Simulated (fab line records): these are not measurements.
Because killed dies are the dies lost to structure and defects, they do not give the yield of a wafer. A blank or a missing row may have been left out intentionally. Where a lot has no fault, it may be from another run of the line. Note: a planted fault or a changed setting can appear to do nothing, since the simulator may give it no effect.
The tool behind it: which one? || flow ritCmos || 7 lots, 21 wafers sampled, at 1 step of a route of 202

## WHAT THE GAUGES READ, wafer by wafer
RIT_GATE_CD_MEAS_90 targets a cd of 150 nm.
{"lot": "L481", "measured": "day 2 19:04", "on": "cdSem-01", "cdNm (nm)": "155.5 153.9 152.5"}
{"lot": "L483", "measured": "day 3 04:52", "on": "cdSem-01", "cdNm (nm)": "151.5 155.1 154.6"}
{"lot": "L486", "measured": "day 3 19:20", "on": "cdSem-01", "cdNm (nm)": "150.3 149.7 151.2"}
{"lot": "L490", "measured": "day 4 15:14", "on": "cdSem-02", "cdNm (nm)": "147.0 148.4 148.0"}
{"lot": "L493", "measured": "day 5 05:58", "on": "cdSem-02", "cdNm (nm)": "156.2 154.3 153.3"}
{"lot": "L500", "measured": "day 6 16:53", "on": "cdSem-01", "cdNm (nm)": "146.0 147.7 148.5"}
{"lot": "L503", "measured": "day 7 09:05", "on": "cdSem-01", "cdNm (nm)": "151.4 153.3 151.6"}

## WHAT TOOL EACH LOT RAN ON (gives the tool, then ch and the chambers of the sampled wafers, and finally the start)
The record holds no process step before these readings.

## THE ANSWER, worked out from the rows above alone
Rule: the usual values come from the lots themselves. The widest of any qualifying gaps counts: lots, ordered by their means at a reading, are off when they make up no more than a third of the lots, leave a main group of 4 or more, and stand apart from it by 3 or more times the standard deviation of that group's means. A main group is skipped when, at the precision printed for the reading in the tables above, its means are all equal. A lot without any number at a reading at which 4 lots or more have one is off too. Any other lot the step has rows for is counted as sound.
No lot is off at any reading shown: from this, nothing can be told.

## WHAT WAS PUT IN BY THE SIMULATOR
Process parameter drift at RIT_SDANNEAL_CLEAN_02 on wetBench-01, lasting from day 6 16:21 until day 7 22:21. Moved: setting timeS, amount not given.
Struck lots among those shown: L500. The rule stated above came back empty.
